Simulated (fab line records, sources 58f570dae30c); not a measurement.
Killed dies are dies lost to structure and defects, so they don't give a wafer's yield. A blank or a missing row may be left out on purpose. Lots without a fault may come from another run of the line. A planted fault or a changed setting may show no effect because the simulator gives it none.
Tool commonality check | flow berkeley_cmos170 | 15 lots, 40 wafers sampled

WHY IT WAS OPENED
At UCB170_PSD_TW_MEAS_10 the reading PSD_TW is flagged on 3 of 15 lots. Wafers without a fault read 2345, standard deviation 20.
Rule: a lot is flagged when every wafer of it that has a number lies more than 4 standard deviations from that mean, or none has a number. The other lots count as sound.

lot  | measured     | on            | PSD_TW, wafer by wafer | flag
L298 | day 6 03:03  | film_metro-04 | 2349 2362 2359         |
L299 | day 6 15:05  | film_metro-04 | 2339 2362 2356         |
L302 | day 7 03:27  | film_metro-04 | 2356 2350 2356         |
L300 | day 7 03:32  | film_metro-03 | 2346 2340 2340         |
L303 | day 7 13:17  | film_metro-03 | 30                     | FLAGGED
L304 | day 8 01:22  | film_metro-01 | 30 30                  | FLAGGED
L306 | day 8 06:44  | film_metro-01 | 30                     | FLAGGED
L314 | day 10 02:30 | film_metro-04 | 2379 2373 2371         |
L313 | day 10 02:32 | film_metro-01 | 2319 2345 2330         |
L316 | day 10 02:47 | film_metro-03 | 2366 2357 2377         |
L315 | day 10 03:29 | film_metro-04 | 2359 2366 2378         |
L318 | day 11 05:49 | film_metro-01 | 2318 2337 2345         |
L319 | day 11 06:05 | film_metro-04 | 2341 2344 2349         |
L317 | day 11 06:55 | film_metro-01 | 2332 2333 2333         |
L321 | day 12 00:26 | film_metro-03 | 2344 2351 2349         |
The numbers of the flagged lots are 30 on average: -2315 against the usual, or -99 or more standard deviations.

WHICH TOOL RAN EACH LOT
The record holds 2 process steps before the reading, out of a route of 331 steps. In each cell: the tool, then ch and the chambers that the sampled wafers went through, then the start.
lot  | flag    | UCB170_NLDD_STRIP_10                 | UCB170_PSD_STRIP_09
L298 |         | plasma_asher-01 ch 0,1, day 5 21:16  | plasma_asher-02 ch 0,1, day 6 02:56
L299 |         | plasma_asher-03 ch 0,1, day 6 06:59  | plasma_asher-04 ch 0,1, day 6 14:59
L302 |         | plasma_asher-02 ch 0,1, day 6 22:07  | plasma_asher-03 ch 0,1, day 7 03:21
L300 |         | plasma_asher-03 ch 0,1, day 6 21:47  | plasma_asher-02 ch 1, day 7 03:25
L303 | FLAGGED | plasma_asher-01 ch 0,1, day 7 05:46  | plasma_asher-03 ch 0, day 7 13:12
L304 | FLAGGED | plasma_asher-01 ch 0,1, day 7 17:38  | plasma_asher-04 ch 0, day 8 01:16
L306 | FLAGGED | plasma_asher-03 ch 0,1, day 8 00:26  | plasma_asher-02 ch 1, day 8 06:39
L314 |         | plasma_asher-02 ch 0,1, day 9 21:47  | plasma_asher-04 ch 0,1, day 10 02:24
L313 |         | plasma_asher-03 ch 0,1, day 9 22:02  | plasma_asher-03 ch 0,1, day 10 02:26
L316 |         | plasma_asher-02 ch 0,1, day 9 22:19  | plasma_asher-02 ch 0,1, day 10 02:42
L315 |         | plasma_asher-03 ch 0,1, day 9 22:31  | plasma_asher-04 ch 0,1, day 10 03:23
L318 |         | plasma_asher-01 ch 0,1, day 11 00:10 | plasma_asher-03 ch 0,1, day 11 05:43
L319 |         | plasma_asher-01 ch 0,1, day 11 00:40 | plasma_asher-04 ch 0,1, day 11 05:59
L317 |         | plasma_asher-02 ch 0,1, day 11 00:56 | plasma_asher-02 ch 0,1, day 11 06:50
L321 |         | plasma_asher-01 ch 0,1, day 11 18:05 | plasma_asher-03 ch 0,1, day 12 00:20
What these steps do:
- UCB170_NLDD_STRIP_10: strips in O2.
- UCB170_PSD_STRIP_09: strips in O2.
- UCB170_PSD_TW_MEAS_10

FLAGGED OVER TOTAL, TOOL BY TOOL (the gauges that took the reading come last)
step                  | tool            | lots run | flagged | share of the flagged lots | sound lots run after its first flagged lot
UCB170_NLDD_STRIP_10  | plasma_asher-01 | 6        | 2       | some                      | 3 (L318,L319,L321)
UCB170_NLDD_STRIP_10  | plasma_asher-02 | 4        | 0       | none                      | -
UCB170_NLDD_STRIP_10  | plasma_asher-03 | 5        | 1       | some                      | 2 (L313,L315)
UCB170_PSD_STRIP_09   | plasma_asher-02 | 5        | 1       | some                      | 2 (L316,L317)
UCB170_PSD_STRIP_09   | plasma_asher-03 | 5        | 1       | some                      | 3 (L313,L318,L321)
UCB170_PSD_STRIP_09   | plasma_asher-04 | 5        | 1       | some                      | 3 (L314,L315,L319)
UCB170_PSD_TW_MEAS_10 | film_metro-01   | 5        | 2       | some                      | 3 (L313,L318,L317)
UCB170_PSD_TW_MEAS_10 | film_metro-03   | 4        | 1       | some                      | 2 (L316,L321)
UCB170_PSD_TW_MEAS_10 | film_metro-04   | 6        | 0       | none                      | -

WHAT THE TABLE ALLOWS
No row of the table ran every flagged lot.

WHAT THE SIMULATOR HAD PUT IN
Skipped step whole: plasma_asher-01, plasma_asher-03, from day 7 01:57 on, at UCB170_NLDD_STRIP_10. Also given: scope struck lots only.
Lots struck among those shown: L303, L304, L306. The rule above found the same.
